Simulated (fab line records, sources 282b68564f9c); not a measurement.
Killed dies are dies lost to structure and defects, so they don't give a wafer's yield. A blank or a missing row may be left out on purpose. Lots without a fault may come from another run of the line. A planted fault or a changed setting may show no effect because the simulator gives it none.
fab line records | flow rit_cmos
record lots=13 wafers=39 last_day=7
route steps=202 shown CONTACT@176 M1@194
lots that met no fault: from a run of the same line without faults
start_h: hours from the record's first day to the start of the lot's first wafer shown | wait_h: hours since the lot's step before | " the same as in the row above | L1.1+2: a row that stands for several wafers | - no value, or no start given | * or withheld: withheld | < > ~ a bound
route shown NAME@n: a module of which the file shows steps, and the number in the route of the first | usual: mean/standard deviation of fault-free wafers | same: alike in all rows | chamber/n: place in a boat | sites: the reading at each site | _std_site: their standard deviation | _edge_site: outer sites' mean less inner sites' | radius_mm: how far each site lies from the wafer's centre | mask NAME#n: copy n | behind: the tool/chamber that last shaped the wafer | hold: why the lot was held/for how many hours/how that ended | device: the transistor (n, p or np) that didn't switch | end of line: the same wafers' tests at the end of the route | a step without rows: its recipe alone | killed: dies lost to structure and defects at the first sort, not the wafer's yield | map: a wafer's dies, x killed, . not, _ none there
set.NAME: the setting as run; set.NAME@STEP: as run at that earlier step | model.NAME: the simulator's own value behind a step, which no gauge read
steps of the route over a sample of lots; a table a step, a row a wafer
## steps
# step RIT_CONTACT_CD_MEAS_08
# recipe target_cd_nm=1000
# usual cd_nm=998.9/2.1
# columns lot.wafer tool chamber start_h wait_h cd_nm
L335.4 cd_sem-01 - 57.91 - 1002.0
L335.5 " - " " 1000.7
L335.6 " - " " 1000.6
L336.4 cd_sem-02 - 63.98 - 996.9
L336.5 " - " " 996.4
L336.6 " - " " 997.8
L337.3 cd_sem-01 - 67.27 - 1001.4
L337.5 " - " " 1000.5
L337.6 " - " " 1001.5
L338.2 cd_sem-02 - 73.37 - 997.0
L338.4 " - " " 998.6
L338.5 " - " " 997.7
L339.1 cd_sem-01 - 77.93 - 998.1
L339.2 " - " " 998.2
L339.4 " - " " 999.8
L340.1 cd_sem-01 - 82.86 - 998.5
L340.2 " - " " 998.7
L340.4 " - " " 998.8
L341.3 cd_sem-01 - 89.22 - 998.2
L341.5 " - " " 1000.1
L341.6 " - " " 1001.7
L342.3 cd_sem-01 - 96.04 - 1003.6
L342.5 " - " " 1001.6
L342.6 " - " " 1001.3
L343.2 cd_sem-02 - 100.02 - 1000.0
L343.4 " - " " 996.9
L343.6 " - " " 998.5
L344.2 cd_sem-01 - 103.54 - 996.8
L344.5 " - " " 997.6
L344.6 " - " " 996.5
L356.2 cd_sem-01 - 160.65 - 995.0
L356.5 " - " " 996.8
L356.6 " - " " 994.3
L357.1 cd_sem-02 - 164.67 - 999.5
L357.3 " - " " 1000.0
L357.6 " - " " 1000.9
L358.2 cd_sem-02 - 171.88 - 995.0
L358.5 " - " " 994.1
L358.6 " - " " 996.4
# step RIT_CONTACT_OVL_MEAS_09
# usual CONTACT_OVL=0.6/1.2
# columns lot.wafer tool chamber start_h wait_h CONTACT_OVL[nm]
L335.4 overlay-01 - 57.99 0.1 2.8
L335.5 " - " " 1.0
L335.6 " - " " 0.4
L336.4 overlay-01 - 64.06 0.1 0.6
L336.5 " - " " 1.2
L336.6 " - " " -0.1
L337.3 overlay-01 - 67.36 0.1 1.7
L337.5 " - " " 3.2
L337.6 " - " " 1.9
L338.2 overlay-01 - 73.49 0.1 1.2
L338.4 " - " " -0.6
L338.5 " - " " 0.2
L339.1 overlay-01 - 78.05 0.1 0.2
L339.2 " - " " -0.5
L339.4 " - " " -1.8
L340.1 overlay-01 - 82.98 0.1 1.4
L340.2 " - " " 2.9
L340.4 " - " " 1.3
L341.3 overlay-01 - 89.31 0.1 1.0
L341.5 " - " " 1.6
L341.6 " - " " 1.6
L342.3 overlay-01 - 96.14 0.1 1.4
L342.5 " - " " 1.9
L342.6 " - " " 1.2
L343.2 overlay-01 - 100.13 0.1 0.4
L343.4 " - " " -0.4
L343.6 " - " " -0.1
L344.2 overlay-02 - 103.65 0.1 0.4
L344.5 " - " " 2.2
L344.6 " - " " 1.6
L356.2 overlay-01 - 160.75 0.1 0.7
L356.5 " - " " -0.4
L356.6 " - " " -1.3
L357.1 overlay-01 - 164.79 0.1 0.0
L357.3 " - " " 0.9
L357.6 " - " " 0.1
L358.2 overlay-02 - 171.99 0.1 2.5
L358.5 " - " " 0.6
L358.6 " - " " 1.2
# step RIT_M1_OVL_MEAS_10
# usual M1_OVL=-0.5/1.5
# columns lot.wafer tool chamber start_h wait_h M1_OVL[nm]
L335.4 overlay-01 - 60.91 0.1 2.1
L335.5 " - " " 0.6
L335.6 " - " " 2.7
L336.4 overlay-01 - 66.69 0.1 -0.8
L336.5 " - " " -0.1
L336.6 " - " " -1.7
L337.3 overlay-01 - 69.89 0.1 -0.7
L337.5 " - " " -0.7
L337.6 " - " " -0.9
L338.2 overlay-01 - 76.16 0.1 -1.2
L338.4 " - " " 1.0
L338.5 " - " " -1.4
L339.1 overlay-01 - 80.66 0.1 0.3
L339.2 " - " " -1.2
L339.4 " - " " 0.9
L340.1 overlay-01 - 85.51 0.1 -0.6
L340.2 " - " " 0.3
L340.4 " - " " 0.0
L341.3 overlay-02 - 91.82 0.1 -0.6
L341.5 " - " " -0.4
L341.6 " - " " -1.5
L342.3 overlay-02 - 98.76 0.1 -2.4
L342.5 " - " " -2.1
L342.6 " - " " -0.7
L343.2 overlay-01 - 102.71 0.1 -2.5
L343.4 " - " " -0.8
L343.6 " - " " -0.9
L344.2 overlay-01 - 106.27 0.1 2.2
L344.5 " - " " 2.2
L344.6 " - " " 2.7
L356.2 overlay-02 - 163.27 0.1 3.9
L356.5 " - " " 1.7
L356.6 " - " " 2.4
L357.1 overlay-02 - 167.53 0.1 -0.5
L357.3 " - " " -0.8
L357.6 " - " " -2.1
L358.2 overlay-02 - 174.50 0.1 -1.0
L358.5 " - " " -2.6
L358.6 " - " " -2.8
# step RIT_M1_ANNEAL_15
# recipe temp_c=450 time_s=1800 ambient=forming_gas_H2N2
# usual spike_tc_centre_C=454.2/0.95 spike_tc_load_C=464.1/1.1 spike_tc_source_C=461.7/0.96 tube_center_temp_C=450/0.04 tube_center_temp_C_max=451.15/0.19 zone_power_centre_pct=19.53/0.21 zone_power_load_pct=6.20/0.065 zone_power_source_pct=6.22/0.059
# same time_s=1800
# columns lot.wafer tool chamber start_h wait_h spike_tc_centre_C spike_tc_load_C spike_tc_source_C tube_center_temp_C tube_center_temp_C_max zone_power_centre_pct zone_power_load_pct zone_power_source_pct
L335.4 furnace-02 0 61.81 0.0 453.5 463.0 460.5 450 451.44 19.79 6.12 6.14
L335.5 " 0 " " 452.9 464.9 461.6 449.93 451.24 19.57 6.20 6.13
L335.6 " 0 " " 454.3 464.2 463.0 450 450.88 19.54 6.21 6.26
L336.4 furnace-02 0 67.60 0.0 454.7 463.0 460.9 449.94 451.18 19.30 6.20 6.22
L336.5 " 0 " " 454.5 461.6 462.0 450.05 451.49 19.33 6.23 6.22
L336.6 " 0 " " 453.8 463.2 461.7 449.99 451.14 19.39 6.35 6.13
L337.3 furnace-02 0 70.80 0.1 454.4 465.6 461.5 449.97 451.34 19.46 6.22 6.32
L337.5 " 0 " " 455.1 463.2 461.3 449.99 451.15 19.37 6.34 6.30
L337.6 " 0 " " 455.3 464.4 462.1 450.02 451.33 20.07 6.17 6.26
L338.2 furnace-02 0 77.08 0.1 454.7 465.5 459.9 449.93 451.18 19.43 6.33 6.29
L338.4 " 0 " " 455.1 467.0 462.4 450.01 451.14 19.47 6.16 6.09
L338.5 " 0 " " 454.4 465.1 460.9 450 451.11 19.78 6.22 6.20
L339.1 furnace-02 0 81.58 0.1 454.0 461.9 463.3 450 451.09 19.76 6.18 6.31
L339.2 " 0 " " 455.4 464.0 460.3 450.06 451.05 19.59 6.24 6.21
L339.4 " 0 " " 455.6 464.5 462.0 449.96 451.24 19.30 6.19 6.34
L340.1 furnace-02 0 86.42 0.1 453.7 461.9 460.9 450.06 451.27 19.40 6.27 6.11
L340.2 " 0 " " 454.3 464.2 461.9 450.01 450.88 19.26 6.16 6.22
L340.4 " 0 " " 454.9 462.8 462.4 450.02 451.36 19.47 6.32 6.21
L341.3 furnace-02 0 92.75 0.1 395.1 402.0 401.5 389.96 391.11 16.76 4.97 4.91
L341.5 " 0 " " 393.1 404.6 400.7 390.06 390.95 16.60 4.86 4.85
L341.6 " 0 " " 395.9 402.2 399.3 389.99 391.17 16.68 4.86 4.89
L342.3 furnace-02 0 99.68 0.1 394.0 403.0 400.4 390.05 391.24 17.09 4.85 4.86
L342.5 " 0 " " 395.7 403.5 401.7 390.04 391.42 16.55 4.89 4.88
L342.6 " 0 " " 393.2 403.8 402.2 390.02 390.84 16.70 4.83 4.98
L343.2 furnace-02 0 103.75 0.1 394.8 403.4 401.9 390.03 390.87 16.61 4.80 4.86
L343.4 " 0 " " 392.7 404.1 401.0 390.04 390.93 16.61 4.90 4.83
L343.6 " 0 " " 391.8 404.2 399.2 389.99 391.10 16.70 4.94 4.89
L344.2 furnace-02 0 107.20 0.1 394.5 402.8 400.1 390 391.14 16.46 4.90 4.94
L344.5 " 0 " " 395.3 403.1 400.5 390 391.33 16.68 4.89 4.84
L344.6 " 0 " " 392.3 402.0 401.1 389.98 391.05 16.35 4.95 4.81
L356.2 furnace-02 0 164.18 0.1 453.9 465.2 462.3 450.01 450.97 19.67 6.18 6.26
L356.5 " 0 " " 454.3 463.2 462.7 449.95 451.18 19.45 6.07 6.23
L356.6 " 0 " " 453.9 465.4 462.3 449.97 451.34 19.57 6.31 6.17
L357.1 furnace-02 0 168.45 0.1 454.8 463.2 460.9 449.91 450.89 19.59 6.14 6.23
L357.3 " 0 " " 453.5 464.7 462.4 450.03 451.22 19.66 6.22 6.24
L357.6 " 0 " " 453.2 464.0 461.1 450.08 451.04 19.63 6.21 6.25
L358.2 furnace-02 0 175.66 0.1 454.7 465.5 460.0 449.98 451.10 19.44 6.19 6.21
L358.5 " 0 " " 454.1 463.2 462.8 449.93 451.12 19.26 6.13 6.28
L358.6 " 0 " " 453.7 463.6 464.3 450.06 451.37 19.36 6.17 6.26
# step RIT_M1_PROBE_99
# usual defect_limited_yield=97.5/1.1 killed_at_contacts=0.0/0.22 killed_at_front_end=6.6/3 killed_dies=6.6/3 killed_open=3.4/2 killed_short=3.2/2 sort_bin_3_pad_short=0.1/0.2 sort_bin_5_function=1.4/0.83 sort_bin_6_memory=1.0/0.63 sort_n_pass=257.4/3 sort_yield_pct=97.5/1.1
# same gross_dies=264 killed_at_M0_to_M3=0 killed_at_M4_up=0 killed_at_back_side=0 killed_at_other=0
# columns lot.wafer tool chamber start_h wait_h defect_limited_yield[%] killed_at_contacts killed_at_front_end killed_dies killed_open killed_short sort_bin_3_pad_short[%] sort_bin_5_function[%] sort_bin_6_memory[%] sort_n_pass sort_yield_pct[%]
L335.4 prober-01 - 63.58 0.2 98.1 0 5 5 3 2 0 0.4 1.5 259.0 98.1
L335.5 prober-01 - 63.63 0.2 97.0 0 8 8 6 2 0 3.0 0 256.0 97.0
L335.6 prober-01 - 63.68 0.2 95.5 0 12 12 6 6 0 3.0 1.5 252.0 95.5
L336.4 prober-02 - 69.37 0.2 96.6 1 8 9 3 6 0.8 1.9 0.8 255.0 96.6
L336.5 prober-02 - 69.42 0.2 97.3 0 7 7 4 3 0 1.5 1.1 257.0 97.3
L336.6 prober-02 - 69.47 0.2 97.0 0 8 8 3 5 0.4 2.3 0.4 256.0 97.0
L337.3 prober-01 - 72.52 0.2 96.6 0 9 9 5 4 0 2.3 1.1 255.0 96.6
L337.5 prober-01 - 72.62 0.2 97.0 0 8 8 5 3 0.4 1.5 1.1 256.0 97.0
L337.6 prober-01 - 72.67 0.2 98.1 0 5 5 1 4 0.4 0.8 0.8 259.0 98.1
L338.2 prober-02 - 78.75 0.1 95.1 0 13 13 7 6 0.8 1.5 2.7 251.0 95.1
L338.4 prober-02 - 78.85 0.2 97.3 0 7 7 4 3 0 1.1 1.5 257.0 97.3
L338.5 prober-02 - 78.90 0.2 98.5 0 4 4 4 0 0 1.1 0.4 260.0 98.5
L339.1 prober-01 - 83.20 0.1 98.5 0 4 4 2 2 0.4 1.1 0 260.0 98.5
L339.2 prober-01 - 83.25 0.1 96.6 0 9 9 5 4 0.4 1.9 1.1 255.0 96.6
L339.4 prober-01 - 83.35 0.2 98.1 0 5 5 3 2 0 1.5 0.4 259.0 98.1
L340.1 prober-02 - 88.04 0.1 96.2 0 10 10 3 7 0.4 1.9 1.5 254.0 96.2
L340.2 prober-02 - 88.09 0.1 98.1 0 5 5 2 3 0.4 1.1 0.4 259.0 98.1
L340.4 prober-02 - 88.19 0.2 95.5 0 12 12 8 4 0 2.7 1.9 252.0 95.5
L341.3 prober-01 - 94.47 0.2 98.1 0 5 5 2 3 0 1.5 0.4 259.0 98.1
L341.5 prober-01 - 94.57 0.2 98.5 0 4 4 3 1 0 1.1 0.4 260.0 98.5
L341.6 prober-01 - 94.62 0.2 95.5 0 12 12 7 5 0 3.4 1.1 252.0 95.5
L342.3 prober-02 - 101.40 0.2 97.7 0 6 6 5 1 0 0.8 1.5 258.0 97.7
L342.5 prober-02 - 101.50 0.2 98.5 0 4 4 0 4 0.4 0.8 0.4 260.0 98.5
L342.6 prober-02 - 101.55 0.2 97.0 0 8 8 4 4 0 1.9 1.1 256.0 97.0
L343.2 prober-01 - 105.42 0.1 97.7 0 6 6 4 2 0 0.8 1.5 258.0 97.7
L343.4 prober-01 - 105.52 0.2 97.7 0 6 6 1 5 0.4 1.1 0.8 258.0 97.7
L343.6 prober-01 - 105.62 0.2 98.5 0 4 4 1 3 0 0.8 0.8 260.0 98.5
L344.2 prober-02 - 108.87 0.1 98.9 0 3 3 2 1 0 0.8 0.4 261.0 98.9
L344.5 prober-02 - 109.02 0.2 98.5 0 4 4 1 3 0 1.5 0 260.0 98.5
L344.6 prober-02 - 109.07 0.2 97.7 0 6 6 1 5 0.8 0.8 0.8 258.0 97.7
L356.2 prober-01 - 165.85 0.1 98.5 0 4 4 2 2 0 1.5 0 260.0 98.5
L356.5 prober-01 - 166.00 0.2 98.5 0 4 4 2 2 0 0.8 0.8 260.0 98.5
L356.6 prober-01 - 166.05 0.2 98.5 0 4 4 1 3 0 1.1 0.4 260.0 98.5
L357.1 prober-02 - 170.07 0.1 94.7 0 14 14 5 9 0 3.0 2.3 250.0 94.7
L357.3 prober-02 - 170.17 0.2 95.1 0 13 13 5 8 0.8 2.7 1.5 251.0 95.1
L357.6 prober-02 - 170.32 0.2 98.1 0 5 5 1 4 0.4 0.8 0.8 259.0 98.1
L358.2 prober-01 - 177.33 0.1 97.3 0 7 7 4 3 0.8 1.5 0.4 257.0 97.3
L358.5 prober-01 - 177.48 0.2 96.6 0 9 9 7 2 0 1.9 1.5 255.0 96.6
L358.6 prober-01 - 177.53 0.2 97.7 0 6 6 4 2 0 1.1 1.1 258.0 97.7
# killed by level:class
L335.4 GATE:geometric_particle:open=2 REOX:geometric_particle:short=2 REOX:geometric_particle:open=1
L335.5 REOX:geometric_particle:open=3 FOX1:geometric_particle:short=2 FOX1:geometric_particle:open=1 FOX2:geometric_particle:open=1 GATE:geometric_particle:open=1
L335.6 GATE:geometric_particle:short=4 FOX1:geometric_particle:short=2 GATE:geometric_particle:open=2 SILICIDE:geometric_particle:open=2 FOX1:geometric_particle:open=1 FOX2:geometric_particle:open=1
L336.4 GATE:geometric_particle:short=4 FOX1:geometric_particle:open=1 FOX2:geometric_particle:open=1 REOX:geometric_particle:open=1 SPACER:geometric_particle:short=1 CONTACT:geometric_particle:short=1
L336.5 FOX2:geometric_particle:open=2 SPACER:geometric_particle:short=2 GATE:geometric_particle:open=1 GATE:geometric_particle:short=1 REOX:geometric_particle:open=1
L336.6 GATE:geometric_particle:short=3 GATE:geometric_particle:open=2 FOX1:geometric_particle:short=1 REOX:geometric_particle:short=1 SILICIDE:geometric_particle:open=1
L337.3 GATE:geometric_particle:short=3 GATE:geometric_particle:open=3 REOX:geometric_particle:open=1 SPACER:geometric_particle:open=1 SILICIDE:geometric_particle:short=1
L337.5 GATE:geometric_particle:open=3 GATE:geometric_particle:short=1 REOX:geometric_particle:open=1 SPACER:geometric_particle:short=1 SPACER:geometric_particle:open=1 SILICIDE:geometric_particle:short=1
L337.6 REOX:geometric_particle:short=2 GATE:geometric_particle:short=1 GATE:geometric_particle:open=1 SPACER:geometric_particle:short=1
L338.2 FOX1:geometric_particle:short=3 GATE:geometric_particle:open=3 FOX1:geometric_particle:open=1 FOX2:geometric_particle:open=1 FOX2:geometric_particle:short=1 REOX:geometric_particle:short=1 REOX:geometric_particle:open=1 SPACER:geometric_particle:open=1
L338.4 REOX:geometric_particle:open=2 FOX1:geometric_particle:open=1 GATE:geometric_particle:short=1 GATE:geometric_particle:open=1 REOX:geometric_particle:short=1 SPACER:geometric_particle:short=1
L338.5 GATE:geometric_particle:open=3 FOX1:geometric_particle:open=1
L339.1 GATE:geometric_particle:open=2 FOX1:geometric_particle:short=1 FOX2:geometric_particle:short=1
L339.2 GATE:geometric_particle:open=3 GATE:geometric_particle:short=2 SPACER:geometric_particle:open=2 FOX2:geometric_particle:short=1 REOX:geometric_particle:short=1
L339.4 GATE:geometric_particle:open=2 FOX2:geometric_particle:open=1 GATE:geometric_particle:short=1 REOX:geometric_particle:short=1
L340.1 GATE:geometric_particle:short=4 GATE:geometric_particle:open=2 FOX1:geometric_particle:open=1 FOX2:geometric_particle:short=1 SPACER:geometric_particle:short=1 SILICIDE:geometric_particle:short=1
L340.2 GATE:geometric_particle:short=2 FOX1:geometric_particle:short=1 GATE:geometric_particle:open=1 SILICIDE:geometric_particle:open=1
L340.4 REOX:geometric_particle:open=3 FOX1:geometric_particle:open=2 FOX1:geometric_particle:short=2 GATE:geometric_particle:short=1 GATE:geometric_particle:open=1 SPACER:geometric_particle:open=1 SPACER:geometric_particle:short=1 SILICIDE:geometric_particle:open=1
L341.3 GATE:geometric_particle:short=3 FOX1:geometric_particle:open=1 FOX2:geometric_particle:open=1
L341.5 FOX2:geometric_particle:open=1 GATE:geometric_particle:open=1 SPACER:geometric_particle:open=1 SILICIDE:geometric_particle:short=1
L341.6 FOX1:geometric_particle:open=3 GATE:geometric_particle:open=3 FOX1:geometric_particle:short=1 FOX2:geometric_particle:short=1 FOX2:geometric_particle:open=1 REOX:geometric_particle:short=1 SPACER:geometric_particle:short=1 SILICIDE:geometric_particle:short=1
L342.3 GATE:geometric_particle:open=3 GATE:geometric_particle:short=1 REOX:geometric_particle:open=1 SILICIDE:geometric_particle:open=1
L342.5 FOX1:geometric_particle:short=1 FOX2:geometric_particle:short=1 GATE:geometric_particle:short=1 SPACER:geometric_particle:short=1
L342.6 GATE:geometric_particle:open=3 FOX1:geometric_particle:short=2 GATE:geometric_particle:short=2 FOX1:geometric_particle:open=1
L343.2 GATE:geometric_particle:open=3 REOX:geometric_particle:short=1 SPACER:geometric_particle:short=1 SILICIDE:geometric_particle:open=1
L343.4 GATE:geometric_particle:short=4 FOX2:geometric_particle:open=1 REOX:geometric_particle:short=1
L343.6 SILICIDE:geometric_particle:short=2 FOX1:geometric_particle:open=1 GATE:geometric_particle:short=1
L344.2 GATE:geometric_particle:open=2 FOX1:geometric_particle:short=1
L344.5 GATE:geometric_particle:short=2 FOX2:geometric_particle:open=1 SPACER:geometric_particle:short=1
L344.6 FOX2:geometric_particle:short=2 FOX1:geometric_particle:short=1 GATE:geometric_particle:open=1 GATE:geometric_particle:short=1 REOX:geometric_particle:short=1
L356.2 FOX2:geometric_particle:short=1 GATE:geometric_particle:open=1 SILICIDE:geometric_particle:short=1 SILICIDE:geometric_particle:open=1
L356.5 FOX1:geometric_particle:open=1 FOX2:geometric_particle:short=1 GATE:geometric_particle:open=1 SPACER:geometric_particle:short=1
L356.6 GATE:geometric_particle:short=2 FOX2:geometric_particle:short=1 FOX2:geometric_particle:open=1
L357.1 GATE:geometric_particle:short=3 GATE:geometric_particle:open=3 REOX:geometric_particle:short=3 SPACER:geometric_particle:short=2 REOX:geometric_particle:open=1 SILICIDE:geometric_particle:open=1 SILICIDE:geometric_particle:short=1
L357.3 GATE:geometric_particle:short=5 GATE:geometric_particle:open=3 FOX1:geometric_particle:short=1 REOX:geometric_particle:short=1 SPACER:geometric_particle:open=1 SPACER:geometric_particle:short=1 SILICIDE:geometric_particle:open=1
L357.6 GATE:geometric_particle:short=3 REOX:geometric_particle:open=1 SPACER:geometric_particle:short=1
L358.2 FOX2:geometric_particle:short=2 GATE:geometric_particle:open=2 SILICIDE:geometric_particle:open=2 SILICIDE:geometric_particle:short=1
L358.5 SILICIDE:geometric_particle:open=3 GATE:geometric_particle:open=2 ACTIVE:geometric_particle:open=1 FOX1:geometric_particle:open=1 FOX2:geometric_particle:short=1 SILICIDE:geometric_particle:short=1
L358.6 SPACER:geometric_particle:short=2 SPACER:geometric_particle:open=2 SILICIDE:geometric_particle:open=2
## key
first_sign step=RIT_M1_ANNEAL_15 reading=tube_center_temp_C direction=down sigmas=99+ usual=* struck=*
effect step=RIT_M1_ANNEAL_15 reading=tube_center_temp_C_max direction=down sigmas=99+ usual=* struck=*
met_at RIT_M1_ANNEAL_15
struck_lots L341,L342,L343,L344
not_acting_at RIT_CONTACT_CD_MEAS_08,RIT_CONTACT_OVL_MEAS_09,RIT_M1_OVL_MEAS_10
onset_between 86.42 92.75
fault kind=process_parameter_drift tool=furnace-02 chamber=- onset_h=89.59 steps=RIT_M1_ANNEAL_15 channel=temp_c offset=* shape=step end_h=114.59 stated=*
